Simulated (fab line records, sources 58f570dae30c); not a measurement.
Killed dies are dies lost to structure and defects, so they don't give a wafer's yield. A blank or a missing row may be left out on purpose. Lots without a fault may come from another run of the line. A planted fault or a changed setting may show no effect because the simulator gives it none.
Tool commonality check | flow berkeley_cmos170 | 14 lots, 42 wafers sampled

WHY IT WAS OPENED
At UCB170_PLDD_TW_MEAS_11 the reading PLDD_TW is flagged on 2 of 14 lots. Wafers without a fault read 1014, standard deviation 6.6.
Rule: a lot is flagged when every wafer of it that has a number lies more than 4 standard deviations from that mean, or none has a number. The other lots count as sound.

lot  | measured     | on            | PLDD_TW, wafer by wafer | flag
L785 | day 7 04:40  | film_metro-04 | 1020 1016 1018          |
L781 | day 7 04:44  | film_metro-01 | 1009 1011 1008          |
L783 | day 7 05:01  | film_metro-04 | 1025 1024 1018          |
L787 | day 8 03:25  | film_metro-03 | 1008 1011 1011          |
L786 | day 8 03:47  | film_metro-01 | 1016 1018 1018          |
L789 | day 8 15:06  | film_metro-03 | 1006 1005 999           |
L788 | day 8 15:23  | film_metro-04 | 1014 1017 1014          |
L790 | day 8 15:56  | film_metro-01 | 955 960 953             | FLAGGED
L794 | day 9 17:26  | film_metro-03 | 1003 1007 1009          |
L795 | day 9 17:50  | film_metro-01 | 958 956 963             | FLAGGED
L798 | day 10 17:11 | film_metro-01 | 1011 1017 1013          |
L799 | day 10 17:34 | film_metro-03 | 1003 1001 1005          |
L801 | day 11 04:08 | film_metro-04 | 1019 1021 1026          |
L803 | day 11 14:55 | film_metro-04 | 1018 1018 1017          |
The numbers of the flagged lots are 958 on average: -56 against the usual, or -9 standard deviations.

WHICH TOOL RAN EACH LOT
The record holds 1 process step before the reading, out of a route of 331 steps. In each cell: the tool, then ch and the chambers that the sampled wafers went through, then the start.
lot  | flag    | UCB170_PLDD_IMPLANT_09
L785 |         | implanter-04 ch 0, day 7 04:26
L781 |         | implanter-01 ch 0, day 7 04:30
L783 |         | implanter-04 ch 0, day 7 04:44
L787 |         | implanter-01 ch 0, day 8 03:11
L786 |         | implanter-04 ch 0, day 8 03:32
L789 |         | implanter-01 ch 0, day 8 14:51
L788 |         | implanter-04 ch 0, day 8 15:09
L790 | FLAGGED | implanter-01 ch 0, day 8 15:41
L794 |         | implanter-03 ch 0, day 9 17:11
L795 | FLAGGED | implanter-01 ch 0, day 9 17:36
L798 |         | implanter-03 ch 0, day 10 16:58
L799 |         | implanter-04 ch 0, day 10 17:19
L801 |         | implanter-04 ch 0, day 11 03:55
L803 |         | implanter-04 ch 0, day 11 14:41
What these steps do:
- UCB170_PLDD_IMPLANT_09
- UCB170_PLDD_TW_MEAS_11

FLAGGED OVER TOTAL, TOOL BY TOOL (the gauges that took the reading come last)
step                   | tool          | lots run | flagged | share of the flagged lots | sound lots run after its first flagged lot
UCB170_PLDD_IMPLANT_09 | implanter-01  | 5        | 2       | all                       | 0
UCB170_PLDD_IMPLANT_09 | implanter-03  | 2        | 0       | none                      | -
UCB170_PLDD_IMPLANT_09 | implanter-04  | 7        | 0       | none                      | -
UCB170_PLDD_TW_MEAS_11 | film_metro-01 | 5        | 2       | all                       | 1 (L798)
UCB170_PLDD_TW_MEAS_11 | film_metro-03 | 4        | 0       | none                      | -
UCB170_PLDD_TW_MEAS_11 | film_metro-04 | 5        | 0       | none                      | -

WHAT THE TABLE ALLOWS
2 rows of the table ran every flagged lot: implanter-01 at UCB170_PLDD_IMPLANT_09, film_metro-01 at UCB170_PLDD_TW_MEAS_11.
- implanter-01 at UCB170_PLDD_IMPLANT_09: 2 of its 5 lots flagged. Its last sound lot is L789 (day 8 14:51), its first flagged lot L790 (day 8 15:41): a fault that began between those two fits. Its own readings lie more than 4 standard deviations out on every wafer of the flagged lots: dose_ions_cm2, faraday_current_uA.
- film_metro-01 at UCB170_PLDD_TW_MEAS_11: 2 of its 5 lots flagged. Sound lots ran on it after the first flagged one (L798), which a lasting fault on the whole tool wouldn't allow.
One tool is left: implanter-01 at UCB170_PLDD_IMPLANT_09.

WHAT THE SIMULATOR HAD PUT IN
Process parameter drift: implanter-01, from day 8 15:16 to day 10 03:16, at UCB170_PLDD_IMPLANT_09. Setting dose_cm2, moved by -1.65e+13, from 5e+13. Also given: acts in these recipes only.
Lots struck among those shown: L790, L795. The rule above found the same.
